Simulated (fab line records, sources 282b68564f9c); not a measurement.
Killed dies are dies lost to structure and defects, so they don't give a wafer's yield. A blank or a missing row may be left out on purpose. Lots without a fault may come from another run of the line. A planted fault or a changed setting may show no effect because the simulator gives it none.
A struck lot beside a sound one | flow rit_cmos | 20 steps out of a route of 202
Sound: wafers L789.3, L789.4, L789.5. Struck: wafers L778.2, L778.3, L778.5. The cause comes at the end.
At each step with rows: each side's tool, then ch and its chambers, then its first start. Under that, the readings that differ: sound wafers | struck wafers | difference of the means | sigmas: that difference in standard deviations of wafers without a fault.
alike: readings whose means differ by less than 2 such deviations, and words and numbers that are the same on both sides. not compared: withheld readings, readings that some wafer has no value for, bounds like >300 that may hide the same value, and numbers for which the record gives no deviation and whose values overlap.
The two part at a step that has a row with sigmas, a row that says differs or no value, or rows on one side only. Numbers that don't overlap but have no deviation are shown without sigmas and don't part them. A reading that every wafer of one side lacks parts them only if that side has two wafers or more.

first, 4 steps without rows for these wafers: RIT_ACTIVE_SOFTBAKE_07 (time 60 s); RIT_ACTIVE_EXPOSE_08 (exposes mask M1, target cd 1400 nm); RIT_ACTIVE_PEB_09; RIT_ACTIVE_DEVELOP_10 (develop time 50 s).
RIT_ACTIVE_CD_MEAS_11: target cd 1400 nm.
  sound on cd_sem-01, day 5 18:29; struck on cd_sem-01, day 3 11:56
  alike: cd_nm
then, 1 step without rows for these wafers: RIT_ACTIVE_HARDBAKE_12 (time 60 s).
RIT_ACTIVE_ETCH_13: etches Si3N4 in SF6, stops on SiO2, time 210 s, target depth 210 nm.
  sound on rie_diel-02 ch 0,1, day 5 18:43; struck on rie_diel-04 ch 0,1,2, day 3 12:17
  alike: drypump_motor_current_A, oes_product_au, throttle_valve_pct
  not compared: rf_hours_counter_h
RIT_ACTIVE_STRIP_14: strips in O2, time 180 s.
  sound on plasma_asher-03 ch 0,1, day 5 18:54; struck on plasma_asher-01 ch 0,1, day 3 12:25
  alike: drypump_motor_current_A
  not compared: rf_hours_counter_h
RIT_ACTIVE_CD_MEAS_90: target cd 1400 nm.
  sound on cd_sem-01, day 5 19:04; struck on cd_sem-02, day 3 12:37
  alike: cd_nm
then, 3 steps without rows for these wafers: RIT_ACTIVE_CLEAN_15 (cleans in SC1, time 600 s); RIT_ACTIVE_CLEAN_16 (cleans in dHF, time 30 s); RIT_ACTIVE_CLEAN_17 (cleans in SC2, time 600 s).
RIT_FOX1_OXIDATION_00: target thk 350.7 nm, ox time 1130 s.
  sound on furnace-01 ch 0, day 5 19:30; struck on furnace-01 ch 0, day 3 14:33
  alike: tube_center_temp_C_max
RIT_FOX1_THK_MEAS_01:
  sound on film_metro-02, day 5 20:50; struck on film_metro-02, day 3 15:53
  reading             | sound       | struck      | difference | sigmas
  FOX1_OXIDE_THK (nm) | 347 341 342 | 526 533 528 | +186       | +30
RIT_FOX1_WET_ETCH_02: etches SiO2 in BOE, target depth 350 nm, time 390 s.
  sound on wet_bench-03 ch 1, day 5 20:53; struck on wet_bench-02 ch 2, day 3 15:56
  reading                                  | sound             | struck            | difference | sigmas
  model.Si3N4_of_ACTIVE_CVD_03.thk_nm (nm) | 138.9 138.6 139.9 | 134.3 133.5 134.2 | -5.1       |
then, 1 step without rows for these wafers: RIT_FOX2_OXIDATION_00 (target thk 350.7 nm, ox time 1130 s).
RIT_FOX2_THK_MEAS_01:
  sound on film_metro-03, day 5 22:20; struck on film_metro-01, day 3 17:22
  alike: FOX2_OXIDE_THK
RIT_FOX2_CLEAN_02: cleans in dHF, time 174 s.
  sound on wet_bench-01 ch 1, day 5 22:23; struck on wet_bench-04 ch 3, day 3 17:25
  reading                                  | sound             | struck            | difference | sigmas
  model.Si3N4_of_ACTIVE_CVD_03.thk_nm (nm) | 131.9 131.5 132.8 | 127.3 126.4 127.1 | -5.1       |
then, 1 step without rows for these wafers: RIT_FOX2_WET_ETCH_03 (etches Si3N4 in H3PO4, target depth 195 nm, time 2700 s).
RIT_M1_PROBE_99:
  sound on prober-01, day 7 12:59; struck on prober-02, day 5 13:34
  reading            | sound | struck | difference | sigmas
  killed_at_M0_to_M3 | 0 0 1 | 0 0 0  | +0         | -3
  alike: killed_at_front_end, killed_dies, killed_open, killed_short

WHERE THEY PART
First at RIT_FOX1_THK_MEAS_01; last, within this record, at RIT_M1_PROBE_99.

WHY: what the simulator had put in
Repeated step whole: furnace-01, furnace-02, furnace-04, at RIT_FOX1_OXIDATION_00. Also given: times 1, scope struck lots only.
